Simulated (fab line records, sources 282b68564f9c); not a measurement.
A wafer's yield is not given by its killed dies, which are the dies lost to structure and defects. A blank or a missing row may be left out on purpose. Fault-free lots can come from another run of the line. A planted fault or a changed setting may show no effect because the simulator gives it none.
Which tool was responsible? -- flow ritCmos -- 14 lots, 42 wafers sampled, at 2 steps of a route of 202

## WHAT THE GAUGES READ, wafer by wafer
RIT_CONTACT_THK_MEAS_01.
lot,measured,on,CONTACT_TEOS_THK (nm)
L891,day 3 05:43,filmMetro-01,399 395 409
L893,day 3 18:51,filmMetro-01,400 397 400
L894,day 4 00:14,filmMetro-01,396 398 392
L895,day 4 02:48,filmMetro-01,394 395 402
L896,day 4 08:04,filmMetro-01,395 398 400
L897,day 4 14:37,filmMetro-01,396 395 402
L899,day 5 03:49,filmMetro-04,396 399 406
L900,day 5 06:20,filmMetro-01,394 397 399
L901,day 5 11:00,filmMetro-03,389 399 403
L902,day 5 16:58,filmMetro-03,390 398 396
L909,day 7 00:01,filmMetro-03,391 421 404
L911,day 7 13:17,filmMetro-03,403 398 403
L912,day 7 15:23,filmMetro-01,421 402 402
L914,day 8 02:25,filmMetro-03,396 396 398

## TOOL THAT RAN EACH LOT (tool first, then ch and the chambers of the sampled wafers, then the start)
lot,RIT_CONTACT_CVD_00
L891,"pecvd-01 ch 0,1,2, day 3 05:40"
L893,"pecvd-01 ch 0,1,2, day 3 18:47"
L894,"pecvd-02 ch 0,2, day 4 00:11"
L895,"pecvd-03 ch 1,2, day 4 02:45"
L896,"pecvd-02 ch 0,2, day 4 08:01"
L897,"pecvd-03 ch 0,1, day 4 14:34"
L899,"pecvd-01 ch 0,1, day 5 03:45"
L900,"pecvd-03 ch 0,1,2, day 5 06:17"
L901,"pecvd-02 ch 1,2, day 5 10:56"
L902,"pecvd-01 ch 0,1, day 5 16:54"
L909,"pecvd-03 ch 0,1,2, day 6 23:57"
L911,"pecvd-01 ch 0,1,2, day 7 13:14"
L912,"pecvd-03 ch 0,1,2, day 7 15:19"
L914,"pecvd-01 ch 0,1,2, day 8 02:22"
- RIT_CONTACT_CVD_00: deposits SiO2 from TEOS, target thk 400 nm, time 61 s.

## AS READ BY THE TOOLS THEMSELVES (means over the sampled wafers that have a number; for cases with no such wafer, the mark the record gives instead)
RIT_CONTACT_CVD_00.
lot,tool,heaterPowerW (W)
L891,pecvd-01,322
L893,pecvd-01,312
L894,pecvd-02,309
L895,pecvd-03,326
L896,pecvd-02,347
L897,pecvd-03,266
L899,pecvd-01,322
L900,pecvd-03,323
L901,pecvd-02,314
L902,pecvd-01,303
L909,pecvd-03,320
L911,pecvd-01,291
L912,pecvd-03,309
L914,pecvd-01,282

## THE ANSWER, worked out from the rows above alone
Rule: usual is defined by the lots themselves. The widest of any qualifying gaps counts: lots, ordered by their means at a reading, are off when they make up no more than a third of the lots, leave a main group of 4 or more, and stand apart from it by 3 or more times the standard deviation of that group's means. If all means in a main group match to the digits the tables above print for the reading, that group is not used. Also off: a lot with no number at a reading for which 4 or more lots have one. Any other lot the step has rows for is counted as sound. The gauges are gone through in route order, then the tools' own readings, and for those a lot's mean is taken as printed above. The first step at which some lot is off is used, and at that step the reading that is off furthest; a lot without a number counts as furthest.
No lot is off at any reading shown: from this, nothing can be told.

## WHAT WAS PUT IN BY THE SIMULATOR
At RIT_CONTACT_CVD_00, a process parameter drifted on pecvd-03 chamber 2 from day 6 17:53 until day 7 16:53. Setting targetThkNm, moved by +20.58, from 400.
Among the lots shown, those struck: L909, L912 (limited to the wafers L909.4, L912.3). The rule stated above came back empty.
